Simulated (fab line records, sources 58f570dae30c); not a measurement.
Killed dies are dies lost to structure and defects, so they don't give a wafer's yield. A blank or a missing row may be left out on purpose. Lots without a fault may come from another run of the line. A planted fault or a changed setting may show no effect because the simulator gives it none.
Which tool did it? | flow berkeley_cmos170 | 14 lots, 42 wafers sampled, at 4 steps of a route of 331

WHAT THE GAUGES READ, wafer by wafer
UCB170_CONTACT_THK_MEAS_02.
lot  | measured     | on            | CONTACT_PSG_THK (nm)
L702 | day 6 15:10  | film_metro-02 | 699 690 698
L703 | day 7 04:34  | film_metro-04 | 703 705 708
L704 | day 7 04:59  | film_metro-01 | 701 703 702
L705 | day 7 14:50  | film_metro-04 | 699 698 700
L707 | day 7 14:49  | film_metro-02 | 693 696 691
L708 | day 8 03:44  | film_metro-02 | 697 694 699
L709 | day 8 03:45  | film_metro-04 | 713 705 704
L717 | day 9 17:05  | film_metro-02 | 701 703 699
L718 | day 10 11:35 | film_metro-02 | 696 688 690
L720 | day 10 14:46 | film_metro-01 | 698 690 698
L721 | day 10 14:45 | film_metro-04 | 691 694 699
L722 | day 11 00:33 | film_metro-01 | 687 694 696
L724 | day 11 00:34 | film_metro-04 | 711 708 712
L725 | day 11 00:33 | film_metro-02 | 706 702 706

WHICH TOOL RAN EACH LOT (tool, then ch and the chambers of the sampled wafers, then the start)
lot  | UCB170_NWELL_ETCH_13              | UCB170_NWELL_STRIP_15               | UCB170_PSD_STRIP_09
L702 | rie_diel-01 ch 0,1,2, day 2 09:08 | plasma_asher-04 ch 0,1, day 2 09:23 | plasma_asher-01 ch 0, day 6 08:20
L703 | rie_diel-04 ch 0,1,2, day 2 14:51 | plasma_asher-02 ch 0,1, day 2 15:07 | plasma_asher-03 ch 0,1, day 6 22:30
L704 | rie_diel-01 ch 0,1,2, day 2 14:58 | plasma_asher-04 ch 0,1, day 2 15:13 | plasma_asher-01 ch 0,1, day 6 22:42
L705 | rie_diel-03 ch 0,1,3, day 2 21:23 | plasma_asher-03 ch 0,1, day 2 21:41 | plasma_asher-01 ch 0,1, day 7 06:33
L707 | rie_diel-01 ch 0,1,3, day 3 05:41 | plasma_asher-04 ch 0,1, day 3 05:56 | plasma_asher-02 ch 0,1, day 7 06:23
L708 | rie_diel-04 ch 0,1,2, day 3 12:23 | plasma_asher-02 ch 0,1, day 3 12:38 | plasma_asher-03 ch 0,1, day 7 20:31
L709 | rie_diel-03 ch 0,3, day 3 14:32   | plasma_asher-04 ch 0,1, day 3 14:49 | plasma_asher-02 ch 0,1, day 7 20:40
L717 | rie_diel-04 ch 1,2,3, day 5 12:49 | plasma_asher-04 ch 0,1, day 5 13:05 | plasma_asher-03 ch 0,1, day 9 10:46
L718 | rie_diel-04 ch 0,2,3, day 5 19:18 | plasma_asher-02 ch 0,1, day 5 19:35 | plasma_asher-01 ch 0,1, day 10 01:13
L720 | rie_diel-03 ch 0,3, day 6 09:12   | plasma_asher-04 ch 0,1, day 6 09:29 | plasma_asher-03 ch 0,1, day 10 06:25
L721 | rie_diel-01 ch 0,3, day 6 09:28   | plasma_asher-02 ch 0,1, day 6 09:43 | plasma_asher-01 ch 0,1, day 10 06:14
L722 | rie_diel-01 ch 1,2,3, day 6 14:38 | plasma_asher-02 ch 0,1, day 6 14:53 | plasma_asher-01 ch 0,1, day 10 16:12
L724 | rie_diel-01 ch 1,2,3, day 6 22:29 | plasma_asher-02 ch 0,1, day 6 22:44 | plasma_asher-03 ch 0,1, day 10 16:24
L725 | rie_diel-01 ch 1,2, day 7 01:05   | plasma_asher-03 ch 0,1, day 7 01:20 | plasma_asher-02 ch 0,1, day 10 16:45
- UCB170_NWELL_ETCH_13: etches Si3N4 in CH3F/Ar/O2, stops on SiO2, target depth 246.4 nm, time 154 s.
- UCB170_NWELL_STRIP_15: strips in O2.
- UCB170_PSD_STRIP_09: strips in O2.

WHAT THE TOOLS THEMSELVES READ (means of the sampled wafers that have a number; where no wafer has one, the mark that the record gives instead)
UCB170_NWELL_ETCH_13.
lot  | tool        | drypump_motor_current_A (A) | mfc_ar_sccm (sccm) | oes_product_au (a.u.) | throttle_valve_pct (%)
L702 | rie_diel-01 | 6.0                         | 50.09              | 0.938                 | 8.06
L703 | rie_diel-04 | 5.7                         | 50.03              | 0.954                 | 7.98
L704 | rie_diel-01 | 6.0                         | 49.84              | 0.938                 | 8.06
L705 | rie_diel-03 | 5.5                         | 49.98              | 0.937                 | 8.01
L707 | rie_diel-01 | 6.1                         | 49.96              | 0.938                 | 8.12
L708 | rie_diel-04 | 5.7                         | 49.99              | 0.957                 | 7.98
L709 | rie_diel-03 | 5.3                         | 50.04              | 0.925                 | 8.09
L717 | rie_diel-04 | 5.8                         | 49.92              | 0.932                 | 8.03
L718 | rie_diel-04 | 5.9                         | 49.98              | 0.951                 | 7.90
L720 | rie_diel-03 | 5.7                         | 50.27              | 0.924                 | 8.11
L721 | rie_diel-01 | 6.0                         | 50.04              | 0.942                 | 8.19
L722 | rie_diel-01 | 6.1                         | 49.88              | 0.947                 | 8.04
L724 | rie_diel-01 | 6.1                         | 50.11              | 0.955                 | 8.04
L725 | rie_diel-01 | 6.1                         | 49.86              | 0.946                 | 7.99

UCB170_NWELL_STRIP_15.
lot  | tool            | drypump_motor_current_A (A) | oes_product_au (a.u.) | strip_time_to_endpoint_s (s)
L702 | plasma_asher-04 | 5.9                         | 0.719                 | 17.99
L703 | plasma_asher-02 | 5.6                         | 0.719                 | 17.86
L704 | plasma_asher-04 | 6.0                         | 0.719                 | 18.01
L705 | plasma_asher-03 | 5.5                         | 0.722                 | 17.92
L707 | plasma_asher-04 | 6.0                         | 0.719                 | 18.12
L708 | plasma_asher-02 | 5.6                         | 0.726                 | 17.89
L709 | plasma_asher-04 | 5.9                         | 0.721                 | 17.90
L717 | plasma_asher-04 | 6.0                         | 0.723                 | 17.55
L718 | plasma_asher-02 | 5.5                         | 0.719                 | 17.56
L720 | plasma_asher-04 | 6.0                         | 0.724                 | 18.04
L721 | plasma_asher-02 | 5.6                         | 0.718                 | 17.97
L722 | plasma_asher-02 | 5.5                         | 0.719                 | 18.09
L724 | plasma_asher-02 | 5.6                         | 0.717                 | 18.06
L725 | plasma_asher-03 | 5.4                         | 0.724                 | 18.03

UCB170_PSD_STRIP_09.
lot  | tool            | drypump_motor_current_A (A) | oes_product_au (a.u.) | strip_time_to_endpoint_s (s)
L702 | plasma_asher-01 | 5.3                         | 0.599                 | 29.49
L703 | plasma_asher-03 | 5.9                         | 0.599                 | 29.40
L704 | plasma_asher-01 | 5.3                         | 0.599                 | 29.42
L705 | plasma_asher-01 | 5.2                         | 0.601                 | 29.44
L707 | plasma_asher-02 | 5.6                         | 0.601                 | 29.49
L708 | plasma_asher-03 | 5.5                         | 0.599                 | 29.43
L709 | plasma_asher-02 | 5.6                         | 0.600                 | 29.50
L717 | plasma_asher-03 | 5.5                         | 0.597                 | 29.44
L718 | plasma_asher-01 | 5.3                         | 0.600                 | 29.39
L720 | plasma_asher-03 | 5.9                         | 0.597                 | 29.58
L721 | plasma_asher-01 | 5.2                         | 0.605                 | 29.41
L722 | plasma_asher-01 | 5.2                         | 0.595                 | 29.20
L724 | plasma_asher-03 | 5.9                         | 0.604                 | 29.42
L725 | plasma_asher-02 | 5.6                         | 0.596                 | 29.49

THE ANSWER, worked out from the rows above alone
Rule: what is usual is taken from the lots themselves. Put in order of their means at a reading, lots are off if they are a third of the lots or fewer, leave a main group of 4 or more, and stand apart from it by a gap of 3 or more times the standard deviation of the main group's means; of several such gaps the widest counts. A main group whose means are all the same, to the digits that the tables above print for the reading, isn't used. A lot without any number at a reading at which 4 lots or more have one is off too. The other lots that the step has rows for count as sound. The gauges are gone through in route order, then the tools' own readings, and for those a lot's mean is taken as printed above. The first step at which some lot is off is used, and at that step the reading that is off furthest; a lot without a number counts as furthest.
Off: L717, L718, at UCB170_NWELL_STRIP_15 (strip_time_to_endpoint_s). The main group: mean 17.99 s, standard deviation 0.08.
A tool fits if, at that step or a process step before it, it ran every lot that is off, and no sound lot after the first of them. One fits: rie_diel-04 at UCB170_NWELL_ETCH_13. Its last sound lot is L708 (day 3 12:23), its first lot that is off L717 (day 5 12:49): a fault that began between those two fits.

WHAT THE SIMULATOR HAD PUT IN
Process parameter drift: rie_diel-04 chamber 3, from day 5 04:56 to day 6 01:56, at UCB170_NWELL_ETCH_13. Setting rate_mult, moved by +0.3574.
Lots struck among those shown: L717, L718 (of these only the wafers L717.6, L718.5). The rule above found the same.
